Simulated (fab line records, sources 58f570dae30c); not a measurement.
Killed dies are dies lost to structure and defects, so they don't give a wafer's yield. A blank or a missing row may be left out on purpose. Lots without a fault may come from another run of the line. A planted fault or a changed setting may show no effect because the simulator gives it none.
One fault seen from 2 desks | flow berkeley_cmos170 | each desk has only its own numbers; what lay behind them comes last

THE METROLOGY DESK
What the gauges read, lot by lot, whatever tool the lot ran on: means of the sampled wafers that have a number. A lot is out of limits, marked OUT, if its mean lies more than 4 standard deviations from the usual mean; the brackets give that distance.
Columns: A = SILICIDE_TI_RS at UCB170_SILICIDE_RS_MEAS_02, usual 26.3 ohm/sq; B = M2_AL_RS at UCB170_M2_RS_MEAS_02, usual 0.0320 ohm/sq
lot  | first seen here | A    | B
L344 | day 8 02:53     | 26.6 | 0.0323
L345 | day 8 03:07     | 26.2 | 0.0323
L347 | day 8 09:21     | 26.1 | 0.0318
L348 | day 8 09:47     | 26.2 | 0.0320
L346 | day 8 09:51     | 26.2 | 0.0321
L350 | day 9 05:32     | 26.0 | 0.0319
L349 | day 9 05:59     | 26.5 | 0.0323
L351 | day 9 06:12     | 26.3 | 0.0319
L352 | day 9 15:17     | 26.6 | 0.0323
L354 | day 9 15:29     | 27.2 | 0.0325
L353 | day 9 15:42     | 25.9 | 0.0316
L359 | day 11 02:43    | 26.5 | 0.0318
L362 | day 11 16:08    | 26.3 | 0.0326
L361 | day 11 16:18    | 26.1 | 0.0323
This desk's finding: nothing out of limits on any of the 14 lots.

THE TOOL OWNER'S DESK: furnace-03
The tool's own readings at UCB170_M1_ANNEAL_14 (time 1200 s): means of the sampled wafers that have a number, for each lot that ran on this tool. A lot is out of limits, marked OUT, if its mean lies more than 4 standard deviations from the usual mean; the brackets give that distance. Of its 8 readings 7 are shown: the one that was out of limits first, and those that lie furthest out on some lot.
Columns: A = spike_tc_centre_C at UCB170_M1_ANNEAL_14, usual 401.4 C; B = spike_tc_load_C at UCB170_M1_ANNEAL_14, usual 414.2 C; C = spike_tc_source_C at UCB170_M1_ANNEAL_14, usual 413.9 C; D = tube_center_temp_C at UCB170_M1_ANNEAL_14, usual 400 C; E = tube_center_temp_C_max at UCB170_M1_ANNEAL_14, usual 401.06; F = zone_power_centre_pct at UCB170_M1_ANNEAL_14, usual 16.80 %; G = zone_power_source_pct at UCB170_M1_ANNEAL_14, usual 6.05 %
lot  | first seen here | A                       | B                       | C                       | D                     | E                        | F               | G
L344 | day 8 10:02     | 401.5                   | 414.1                   | 415.1                   | 400                   | 401.14                   | 16.74           | 5.98
L345 | day 8 11:22     | 402.0                   | 414.2                   | 414.1                   | 400                   | 401.00                   | 16.70           | 6.07
L347 | day 8 17:51     | 400.8                   | 414.3                   | 413.5                   | 400                   | 401.33                   | 16.79           | 6.04
L346 | day 8 19:11     | 401.1                   | 413.6                   | 414.8                   | 400                   | 401.14                   | 16.77           | 6.01
L348 | day 8 19:11     | 402.0                   | 413.8                   | 413.0                   | 400                   | 401.14                   | 16.75           | 6.04
L350 | day 9 13:15     | 401.3                   | 413.4                   | 414.2                   | 400                   | 401.30                   | 16.80           | 6.05
L349 | day 9 14:35     | 400.9                   | 414.7                   | 414.3                   | 400                   | 400.88                   | 16.79           | 6.11
L351 | day 9 14:35     | 400.3                   | 414.3                   | 413.5                   | 400                   | 401.21                   | 16.76           | 6.00
L352 | day 9 22:01     | 402.6                   | 414.7                   | 414.4                   | 400                   | 400.98                   | 16.93           | 6.06
L354 | day 9 23:20     | 401.1                   | 415.1                   | 413.9                   | 400                   | 400.93                   | 16.76           | 6.10
L353 | day 10 02:01    | 401.2                   | 414.3                   | 414.1                   | 400                   | 400.96                   | 16.99           | 6.11
L359 | day 11 09:13    | 401.7                   | 414.3                   | 414.3                   | 400                   | 400.94                   | 16.65           | 6.04
L362 | day 12 00:43    | 290.9 (-99 or more) OUT | 302.6 (-99 or more) OUT | 301.6 (-99 or more) OUT | 290 (-99 or more) OUT | 291.20 (-99 or more) OUT | 11.89 (-33) OUT | 3.86 (-35) OUT
L361 | day 12 02:02    | 292.7 (-99 or more) OUT | 302.9 (-99 or more) OUT | 301.3 (-99 or more) OUT | 290 (-99 or more) OUT | 290.90 (-99 or more) OUT | 11.81 (-33) OUT | 3.82 (-35) OUT
This desk's finding: out of limits on L361, L362; first on L362, day 12 00:43 (spike_tc_centre_C at UCB170_M1_ANNEAL_14). In limits: L344, L345, L347, L346, L348, L350, L349, L351, L352, L354, L353, L359.

PUT TOGETHER
The tool owner's desk could have raised an alarm at day 12 00:43, on L361, L362.
The metrology desk saw nothing out of limits.
The metrology desk has L361, L362 on record, within its limits.
Of the lots named, all ran UCB170_M1_ANNEAL_14 on furnace-03.

WHAT THE SIMULATOR HAD PUT IN
Process parameter drift: furnace-03, from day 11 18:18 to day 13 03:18, at UCB170_M1_ANNEAL_14. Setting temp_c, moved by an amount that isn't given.
Lots struck among those shown: L361, L362.
Hours from the fault's start to each desk's first reading out of limits: the tool owner's desk, 6.
